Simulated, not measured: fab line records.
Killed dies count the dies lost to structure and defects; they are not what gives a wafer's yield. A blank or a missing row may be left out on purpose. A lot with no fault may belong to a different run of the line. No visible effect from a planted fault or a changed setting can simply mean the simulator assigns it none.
Which tool was responsible? ; flow berkeley cmos170 ; 14 lots with 42 wafers sampled at 4 steps, on a route of 331 steps

WHAT THE GAUGES READ, wafer by wafer
UCB170_SILICIDE_THK_MEAS_03: measures by xrf.
lot;measured;on;SILICIDE_TI_THK (nm)
L758;day 8 13:23;film metro-01;30.0 30.4 30.2
L759;day 8 13:33;film metro-02;30.2 30.6 30.2
L761;day 9 04:48;film metro-03;30.1 30.2 30.2
L763;day 9 04:59;film metro-03;30.1 30.3 29.8
L762;day 9 06:57;film metro-03;30.6 30.4 30.4
L764;day 9 07:29;film metro-02;30.1 30.1 29.9
L766;day 10 01:54;film metro-03;29.8 29.4 29.8
L769;day 10 02:35;film metro-03;29.3 29.7 29.6
L768;day 10 03:37;film metro-03;29.6 29.6 30.1
L772;day 11 00:13;film metro-03;30.4 30.2 30.2
L776;day 12 01:13;film metro-03;30.5 30.3 30.2
L777;day 12 01:26;film metro-02;30.5 29.9 30.2
L778;day 12 01:35;film metro-03;29.9 29.6 29.8
L779;day 12 15:07;film metro-03;29.3 29.5 29.4

UCB170_V1_BOW_MEAS_03.
lot;measured;on;V1_BOW (um)
L758;day 8 22:21;film metro-03;9 21 3
L759;day 8 23:41;film metro-01;10 23 10
L761;day 9 15:55;film metro-01;23 16 17
L763;day 9 17:17;film metro-03;10 20 16
L762;day 9 18:35;film metro-04;19 19 19
L764;day 9 18:35;film metro-03;22 33 21
L766;day 10 15:25;film metro-01;24 5 24
L769;day 10 17:02;film metro-01;14 10 15
L768;day 10 18:06;film metro-03;16 10 26
L772;day 11 10:47;film metro-03;17 26 22
L776;day 12 10:01;film metro-04;16 9 4
L777;day 13 06:28;film metro-01;15 33 21
L778;day 13 06:28;film metro-03;17 24 30
L779;day 13 06:50;film metro-04;28 18 16

WHICH TOOL RAN EACH LOT (tool, then ch and the chambers of the sampled wafers, then the start)
lot;UCB170_CONTACT_ETCH_17;UCB170_M1_ETCH_11
L758;rie diel-03 ch 1,2,3, day 8 18:10;rie diel-04 ch 1,3, day 8 20:06
L759;rie diel-02 ch 1,3, day 8 19:17;rie diel-01 ch 0,1,3, day 8 21:17
L761;rie diel-03 ch 1,2,3, day 9 09:53;rie diel-01 ch 0,2, day 9 13:40
L763;rie diel-03 ch 0,1, day 9 12:41;rie diel-02 ch 0,1, day 9 14:34
L762;rie diel-03 ch 0,1, day 9 13:47;rie diel-04 ch 0,3, day 9 15:41
L764;rie diel-02 ch 1,2, day 9 13:52;rie diel-02 ch 0,2,3, day 9 15:58
L766;rie diel-03 ch 0,3, day 10 10:34;rie diel-02 ch 1,3, day 10 13:09
L769;rie diel-03 ch 0,2,3, day 10 11:17;rie diel-04 ch 0,1,2, day 10 13:52
L768;rie diel-04 ch 1,2,3, day 10 12:07;rie diel-02 ch 0,1,2, day 10 14:35
L772;rie diel-03 ch 2,3, day 11 06:20;rie diel-02 ch 1,2, day 11 08:09
L776;rie diel-04 ch 1,3, day 12 05:34;rie diel-01 ch 2,3, day 12 07:46
L777;rie diel-04 ch 0,1, day 12 07:17;rie diel-01 ch 0,3, day 12 09:16
L778;rie diel-02 ch 0,2,3, day 12 07:31;rie diel-04 ch 0,1,3, day 12 09:32
L779;rie diel-04 ch 0,3, day 12 19:49;rie diel-04 ch 2,3, day 12 22:13
- UCB170_CONTACT_ETCH_17: etches BARC in N2/H2.
- UCB170_M1_ETCH_11: etches BARC in N2/H2.

WHAT THE TOOLS THEMSELVES READ (means of the sampled wafers that have a number; where no wafer has one, the mark that the record gives instead)
UCB170_CONTACT_ETCH_17.
lot;tool;chamber pressure mTorr (mTorr);drypump motor current A (A);oes product au (a.u.);throttle valve pct (%)
L758;rie diel-03;30.027;5.7;1.022;13.33
L759;rie diel-02;30.012;5.8;0.990;13.32
L761;rie diel-03;29.993;5.7;1.014;13.34
L763;rie diel-03;30.000;6.1;1.003;13.44
L762;rie diel-03;29.988;6.0;1.011;13.44
L764;rie diel-02;30.003;5.8;0.999;13.32
L766;rie diel-03;30.000;6.1;1.015;13.41
L769;rie diel-03;30.014;5.9;1.007;13.40
L768;rie diel-04;29.993;5.8;0.989;13.04
L772;rie diel-03;29.994;5.8;1.015;13.30
L776;rie diel-04;30.024;5.7;1.009;12.96
L777;rie diel-04;30.022;6.1;0.972;13.41
L778;rie diel-02;30.035;5.8;0.992;13.25
L779;rie diel-04;30.008;5.5;1.019;13.19

UCB170_M1_ETCH_11.
lot;tool;chamber pressure mTorr (mTorr);drypump motor current A (A);oes product au (a.u.);throttle valve pct (%)
L758;rie diel-04;30.018;6.1;0.983;12.96
L759;rie diel-01;30.011;5.5;1.023;13.17
L761;rie diel-01;29.991;5.5;1.041;13.27
L763;rie diel-02;29.992;5.4;1.007;13.31
L762;rie diel-04;30.024;5.7;0.991;13.41
L764;rie diel-02;29.995;5.9;0.999;13.25
L766;rie diel-02;30.017;5.6;1.004;13.37
L769;rie diel-04;30.002;6.0;0.972;13.27
L768;rie diel-02;23.971;5.6;1.017;13.32
L772;rie diel-02;24.000;5.8;1.018;13.32
L776;rie diel-01;29.992;5.5;1.038;13.43
L777;rie diel-01;29.999;5.7;1.036;13.26
L778;rie diel-04;30.003;5.9;0.993;13.19
L779;rie diel-04;29.997;5.4;1.013;13.06

THE ANSWER, worked out from the rows above alone
Rule: the usual values come from the lots themselves. Put in order of their means at a reading, lots are off if they are a third of the lots or fewer, leave a main group of 4 or more, and stand apart from it by a gap of 3 or more times the standard deviation of the main group's means; of several such gaps the widest counts. A main group whose means are all the same, to the digits that the tables above print for the reading, isn't used. Also off: a lot with no number at a reading for which 4 or more lots have one. The other lots that the step has rows for count as sound. The gauges are gone through in route order, then the tools' own readings, and for those a lot's mean is taken as printed above. At the first step where some lot is off, the reading lying furthest off is the one used; lots without a number count as furthest.
Off: L768, L772, at UCB170_M1_ETCH_11 (chamber pressure mTorr). Mean 30.003 mTorr and standard deviation 0.011 in the main group.
If a tool, at that step or one of the process steps before it, ran each lot that is off and ran no sound lot following the first of them, it fits. One candidate fits, namely rie diel-02 at UCB170_M1_ETCH_11. A fault onset in the window from L766 (day 10 13:09, its last sound lot) to L768 (day 10 14:35, its first lot off) fits.
The tool's own readings at UCB170_M1_ETCH_11 bear it out: on the lots that are off they differ by more than 5 times the standard deviation of the sound lots' means. chamber pressure mTorr reads 23.986 mTorr there against 30.003 mTorr on the sound lots.

WHAT WAS PUT IN BY THE SIMULATOR
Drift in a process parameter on rie diel-02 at UCB170_M1_ETCH_11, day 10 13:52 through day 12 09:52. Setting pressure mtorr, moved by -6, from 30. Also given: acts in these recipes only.
Lots struck among those shown: L768, L772. The rule above reached the same finding.
